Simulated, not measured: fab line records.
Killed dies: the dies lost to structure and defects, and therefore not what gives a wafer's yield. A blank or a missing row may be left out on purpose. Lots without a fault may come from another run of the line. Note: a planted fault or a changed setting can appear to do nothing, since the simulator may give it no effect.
Which tool was responsible? -- flow berkeley-cmos170 -- 14 lots, 42 wafers sampled, at 3 steps of a route of 331

== WHAT EACH GAUGE READ, for each wafer ==
UCB170_ACTIVE_OVL_MEAS_14.
lot,measured,on,ACTIVE_OVL (nm)
L472,day 4 03:37,overlay-01,2 3 8
L473,day 4 12:52,overlay-01,-5 8 6
L474,day 4 13:00,overlay-02,1 -4 0
L475,day 4 21:22,overlay-01,-8 -5 -5
L476,day 4 21:35,overlay-02,1 8 10
L481,day 6 02:47,overlay-01,-3 -6 -4
L480,day 6 02:57,overlay-02,7 -2 13
L479,day 6 03:33,overlay-02,-3 4 -8
L483,day 6 18:07,overlay-02,3 1 5
L484,day 6 18:13,overlay-01,5 -1 4
L486,day 7 01:15,overlay-02,6 6 0
L488,day 7 13:40,overlay-01,14 9 8
L489,day 7 13:56,overlay-02,3 -1 -4
L490,day 8 00:43,overlay-02,-6 -9 -11

UCB170_PFIELD_OVL_MEAS_06.
lot,measured,on,PFIELD_OVL (nm)
L472,day 4 05:24,overlay-01,0 0 0
L473,day 4 14:37,overlay-02,2 3 -1
L474,day 4 14:46,overlay-01,6 5 6
L475,day 5 00:38,overlay-02,-1 -1 -3
L476,day 5 01:07,overlay-01,4 0 -1
L481,day 6 04:55,overlay-02,5 3 8
L480,day 6 05:35,overlay-01,-1 -5 -9
L479,day 6 05:55,overlay-02,3 -5 -1
L483,day 6 20:17,overlay-02,3 5 -1
L484,day 6 20:13,overlay-01,10 2 -2
L486,day 7 05:17,overlay-01,4 6 -2
L488,day 7 17:20,overlay-02,-3 -1 10
L489,day 7 17:41,overlay-02,-8 2 0
L490,day 8 02:18,overlay-02,1 3 3

UCB170_FIELD_THK_MEAS_91.
lot,measured,on,FIELD_OXIDE_LEFT_2_THK (nm)
L472,day 5 12:28,film-metro-03,361 348 360
L473,day 5 23:03,film-metro-01,358 358 356
L474,day 5 23:11,film-metro-04,373 372 374
L475,day 6 10:17,film-metro-03,343 348 354
L476,day 6 09:49,film-metro-01,340 342 347
L481,day 7 11:04,film-metro-04,348 343 359
L480,day 7 11:13,film-metro-01,353 344 351
L479,day 7 11:16,film-metro-04,354 352 353
L483,day 7 21:04,film-metro-04,331 350 351
L484,day 7 21:33,film-metro-03,363 352 362
L486,day 8 11:32,film-metro-04,357 352 354
L488,day 9 02:43,film-metro-01,360 369 358
L489,day 9 01:53,film-metro-04,370 370 363
L490,day 9 07:45,film-metro-01,357 354 357

== WHAT TOOL EACH LOT RAN ON (gives the tool, then ch and the chambers of the sampled wafers, and finally the start) ==
The record holds no process step before these readings.

== AS READ BY THE TOOLS THEMSELVES (means over the sampled wafers that have a number; for cases with no such wafer, the mark the record gives instead) ==
The record holds no such reading with a usual standard deviation.

== THE ANSWER, worked out from the rows above alone ==
Rule: what is usual is taken from the lots themselves. Put in order of their means at a reading, lots are off if they are a third of the lots or fewer, leave a main group of 4 or more, and stand apart from it by a gap of 3 or more times the standard deviation of the main group's means; of several such gaps the widest counts. If all means in a main group match to the digits the tables above print for the reading, that group is not used. A lot without any number at a reading at which 4 lots or more have one is off too. Any other lot the step has rows for is counted as sound. First the gauges in route order, then the tools' own readings, where a lot's mean is used as printed above. At the first step where some lot is off, the reading lying furthest off is the one used; lots without a number count as furthest.
Across all readings shown, no lot is off: no conclusion can be drawn from this.

== WHAT HAD BEEN PUT IN BY THE SIMULATOR ==
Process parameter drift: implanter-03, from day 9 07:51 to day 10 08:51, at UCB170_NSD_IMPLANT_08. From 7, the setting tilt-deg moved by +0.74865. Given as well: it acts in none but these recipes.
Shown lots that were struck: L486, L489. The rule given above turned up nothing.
